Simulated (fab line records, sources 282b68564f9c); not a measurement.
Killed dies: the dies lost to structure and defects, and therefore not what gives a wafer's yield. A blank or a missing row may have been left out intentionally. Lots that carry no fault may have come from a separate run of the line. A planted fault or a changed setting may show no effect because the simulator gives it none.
Which tool did it? + flow rit-cmos + 14 lots (42 wafers sampled), 1 step of a 202-step route

== WHAT EACH GAUGE READ, for each wafer ==
The record holds no reading of a measuring or inspecting step that can be judged against a usual standard deviation.

== WHAT TOOL EACH LOT RAN ON (gives the tool, then ch and the chambers of the sampled wafers, and finally the start) ==
| lot  | RIT_PSD_HMDS_00                  |
|------|----------------------------------|
| L819 | litho-track-02 ch 0, day 3 00:50 |
| L820 | litho-track-03 ch 0, day 3 05:58 |
| L821 | litho-track-02 ch 0, day 3 12:29 |
| L822 | litho-track-03 ch 0, day 3 15:10 |
| L824 | litho-track-02 ch 0, day 4 01:08 |
| L826 | litho-track-04 ch 0, day 4 11:50 |
| L828 | litho-track-04 ch 0, day 4 21:46 |
| L830 | litho-track-02 ch 0, day 5 07:32 |
| L831 | litho-track-03 ch 0, day 5 10:47 |
| L834 | litho-track-03 ch 0, day 6 02:07 |
| L835 | litho-track-03 ch 0, day 6 07:16 |
| L837 | litho-track-03 ch 0, day 6 17:29 |
| L838 | litho-track-03 ch 0, day 6 21:49 |
| L841 | litho-track-03 ch 0, day 7 13:08 |
- RIT_PSD_HMDS_00: prime time 60 s.

== WHAT THE TOOLS THEMSELVES READ (means of the sampled wafers that have a number; where no wafer has one, the mark that the record gives instead) ==
RIT_PSD_HMDS_00.
| lot  | tool           | prime-temp-c (C) | resist-line-temp-C (C) |
|------|----------------|------------------|------------------------|
| L819 | litho-track-02 | 140.07           | 22.90                  |
| L820 | litho-track-03 | 140.04           | 23.07                  |
| L821 | litho-track-02 | 139.89           | 22.97                  |
| L822 | litho-track-03 | 139.89           | 23.06                  |
| L824 | litho-track-02 | 142.55           | 22.94                  |
| L826 | litho-track-04 | 139.89           | 23.02                  |
| L828 | litho-track-04 | 140.11           | 23.00                  |
| L830 | litho-track-02 | 142.63           | 23.02                  |
| L831 | litho-track-03 | 140.02           | 23.10                  |
| L834 | litho-track-03 | 139.83           | 23.02                  |
| L835 | litho-track-03 | 140.02           | 22.86                  |
| L837 | litho-track-03 | 139.97           | 22.93                  |
| L838 | litho-track-03 | 139.98           | 22.94                  |
| L841 | litho-track-03 | 139.97           | 23.17                  |

== THE ANSWER, worked out from the rows above alone ==
Rule: the usual values come from the lots themselves. Put in order of their means at a reading, lots are off if they are a third of the lots or fewer, leave a main group of 4 or more, and stand apart from it by a gap of 3 or more times the standard deviation of the main group's means; of several such gaps the widest counts. The tables above print the reading to a certain number of digits; a main group whose means all agree to those digits is not used. A lot without any number at a reading at which 4 lots or more have one is off too. The other lots that the step has rows for count as sound. First the gauges in route order, then the tools' own readings, where a lot's mean is used as printed above. At the first step where some lot is off, the reading lying furthest off is the one used; lots without a number count as furthest.
Off: L824, L830 (RIT_PSD_HMDS_00, prime-temp-c). For the main group the mean is 139.97 C and the standard deviation 0.081.
If a tool, at that step or one of the process steps before it, ran each lot that is off and ran no sound lot following the first of them, it fits. One fits: RIT_PSD_HMDS_00 on litho-track-02. A fault onset in the window from L821 (day 3 12:29, its last sound lot) to L824 (day 4 01:08, its first lot off) fits.
The tool's own readings at RIT_PSD_HMDS_00 bear it out: on the lots that are off they differ by more than 5 times the standard deviation of the sound lots' means. prime-temp-c reads 142.59 C there against 139.97 C on the sound lots.

== WHAT THE SIMULATOR HAD PUT IN ==
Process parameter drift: litho-track-02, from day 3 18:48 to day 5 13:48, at RIT_PSD_HMDS_00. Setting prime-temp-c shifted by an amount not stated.
Shown lots that were struck: L824, L830. Same finding as the rule above.
